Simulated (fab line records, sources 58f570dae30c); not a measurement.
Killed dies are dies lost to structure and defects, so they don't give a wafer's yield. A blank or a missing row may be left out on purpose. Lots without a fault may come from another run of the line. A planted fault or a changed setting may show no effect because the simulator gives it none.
Chamber matching | flow berkeley_cmos170 | UCB170_BACKSIDE_CLEAN_04 on wet_bench-03: 3 sister chambers
The step cleans in SPM, time 600 s. 16 wafers are shown with their chamber, then 8 later ones without.

WAFERS WITH THEIR CHAMBER
wafer  | chamber | bath_guard_temp_C (C) | bath_heat_duty_pct (%)
L866.2 | 0       | 120.5                 | 13.7
L866.4 | 0       | 120.5                 | 13.5
L866.6 | 0       | 120.8                 | 13.6
L870.1 | 2       | 119.7                 | 13.0
L870.3 | 2       | 120.0                 | 13.5
L870.5 | 2       | 120.3                 | 10.8
L875.2 | 0       | 120.7                 | 12.8
L875.3 | 0       | 120.6                 | 14.3
L875.4 | 0       | 120.6                 | 13.4
L880.2 | 3       | 120.1                 | 14.3
L880.4 | 3       | 120.1                 | 15.0
L880.6 | 3       | 119.6                 | 14.4
L883.2 | 0       | 120.5                 | 14.3
L883.3 | 0       | 121.0                 | 14.2
L883.5 | 0       | 120.7                 | 13.0
L885.2 | 3       | 120.2                 | 14.7

SIGNATURES (means of the wafers above)
reading            | chamber 0 | chamber 2 | chamber 3 | scatter within a chamber
bath_guard_temp_C  | 120.656   | 120.000   | 120.000   | 0.219
bath_heat_duty_pct | 13.644    | 12.433    | 14.600    | 0.724
Rule: a wafer's distance from a chamber is the root of the sum, over the readings, of the square of ((its reading less the chamber's mean) divided by the reading's scatter). The wafer belongs to the nearest chamber; if the next one is less than 2 further off, it can't be placed. The scatter: the root of (the sum of the squares of (reading less its chamber's mean) over the shown wafers, divided by (wafers less chambers)).

WAFERS WITHOUT THEIR CHAMBER
wafer  | bath_guard_temp_C (C) | bath_heat_duty_pct (%)
L885.4 | 120.1                 | 13.3
L885.6 | 119.8                 | 13.4
L887.2 | 119.9                 | 14.1
L887.5 | 119.8                 | 14.7
L887.6 | 119.9                 | 14.4
L889.1 | 120.6                 | 13.4
L889.2 | 120.8                 | 14.7
L889.6 | 120.9                 | 14.2

WHICH CHAMBER EACH WENT THROUGH
wafer  | from the rows above          | in truth
L885.4 | can't be placed: 2 or 3 or 0 | 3
L885.6 | can't be placed: 2 or 3      | 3
L887.2 | can't be placed: 3 or 2      | 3
L887.5 | 3                            | 3
L887.6 | 3                            | 3
L889.1 | 0                            | 0
L889.2 | 0                            | 0
L889.6 | 0                            | 0
Placed correctly: 5 of 8. Can't be placed from these rows: 3 (the true chamber is among the candidates in 3). Placed wrongly: 0.
